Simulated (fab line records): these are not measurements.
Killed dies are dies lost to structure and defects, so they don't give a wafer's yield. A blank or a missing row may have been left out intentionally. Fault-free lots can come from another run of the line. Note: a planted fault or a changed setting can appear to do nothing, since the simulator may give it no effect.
Split-lot experiment ; flow rit_cmos ; on a route of 202 steps: 5 lots, 27 wafers read

ABOUT THE SPLIT
At RIT_GATE_OXIDATION_05 (target thk 3 nm, ox time 270 s), the setting ox_time_s was moved away from the recipe's 270 s on 24 of the 27 wafers read, by -56.3% to +37.9%. The other wafers ran this setting at the recipe's value.

FROM THE SPLIT ON TO THE READING: in between, the file shows 1 step
- RIT_GATE_ANNEAL_06: time 600 s

THE READING
GATE_OXIDE_THK at RIT_GATE_THK_MEAS_07, in nm. Fault-free wafers of this fab line usually give 3.03 nm, standard deviation 0.07 nm.

wafer;tool, chamber at the split;ox_time_s as run, s;against the recipe;GATE_OXIDE_THK, nm;against lot-mates on the recipe
L074.1;-, -;326.3;+20.9%;3.56;no lot-mate on the recipe
L074.2;-, -;326.3;+20.9%;3.45;no lot-mate on the recipe
L074.3;-, -;326.3;+20.9%;3.47;no lot-mate on the recipe
L074.4;-, -;326.3;+20.9%;3.56;no lot-mate on the recipe
L074.5;-, -;326.3;+20.9%;3.46;no lot-mate on the recipe
L074.6;-, -;326.3;+20.9%;3.52;no lot-mate on the recipe
L077.1;-, -;142.4;-47.3%;1.93;no lot-mate on the recipe
L077.2;-, -;142.4;-47.3%;1.92;no lot-mate on the recipe
L077.3;-, -;142.4;-47.3%;1.87;no lot-mate on the recipe
L077.4;-, -;142.4;-47.3%;1.92;no lot-mate on the recipe
L077.5;-, -;142.4;-47.3%;1.83;no lot-mate on the recipe
L077.6;-, -;142.4;-47.3%;1.85;no lot-mate on the recipe
L080.1;-, -;372.3;+37.9%;3.76;no lot-mate on the recipe
L080.2;-, -;372.3;+37.9%;3.82;no lot-mate on the recipe
L080.3;-, -;372.3;+37.9%;3.79;no lot-mate on the recipe
L080.4;-, -;372.3;+37.9%;3.78;no lot-mate on the recipe
L080.5;-, -;372.3;+37.9%;3.80;no lot-mate on the recipe
L080.6;-, -;372.3;+37.9%;3.67;no lot-mate on the recipe
L082.1;furnace-01, 0;270;recipe;3.03;-
L082.2;furnace-01, 0;270;recipe;2.95;-
L082.3;furnace-01, 0;270;recipe;3.03;-
L083.1;-, -;117.9;-56.3%;1.52;no lot-mate on the recipe
L083.2;-, -;117.9;-56.3%;1.52;no lot-mate on the recipe
L083.3;-, -;117.9;-56.3%;1.46;no lot-mate on the recipe
L083.4;-, -;117.9;-56.3%;1.54;no lot-mate on the recipe
L083.5;-, -;117.9;-56.3%;1.49;no lot-mate on the recipe
L083.6;-, -;117.9;-56.3%;1.48;no lot-mate on the recipe

THE FIT
A straight line over all 27 wafers: GATE_OXIDE_THK changes by +0.0239 nm for each +1% of ox_time_s; r = +1.00; the points scatter about the line by 0.09 nm.
Too few moved wafers with a lot-mate on the recipe to fit a line net of each lot's own level.

THE WHOLE CHAIN: every reading that the file lists as answering this split, in the file's order
step;what it does;reading;change (the file's fit);r (the file's)
RIT_GATE_OXIDATION_05;target thk 3 nm, ox time 270 s;SiO2_of_GATE_OXIDATION_05.thk_nm (the simulator's own value, which no gauge read);+0.0238 nm for each +1% of the setting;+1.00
RIT_GATE_THK_MEAS_07;;GATE_OXIDE_THK;+0.0239 for each +1% of the setting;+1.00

FILE'S OWN FIT
GATE_OXIDE_THK changes by +0.0239 nm for each +1% of ox_time_s, r = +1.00.
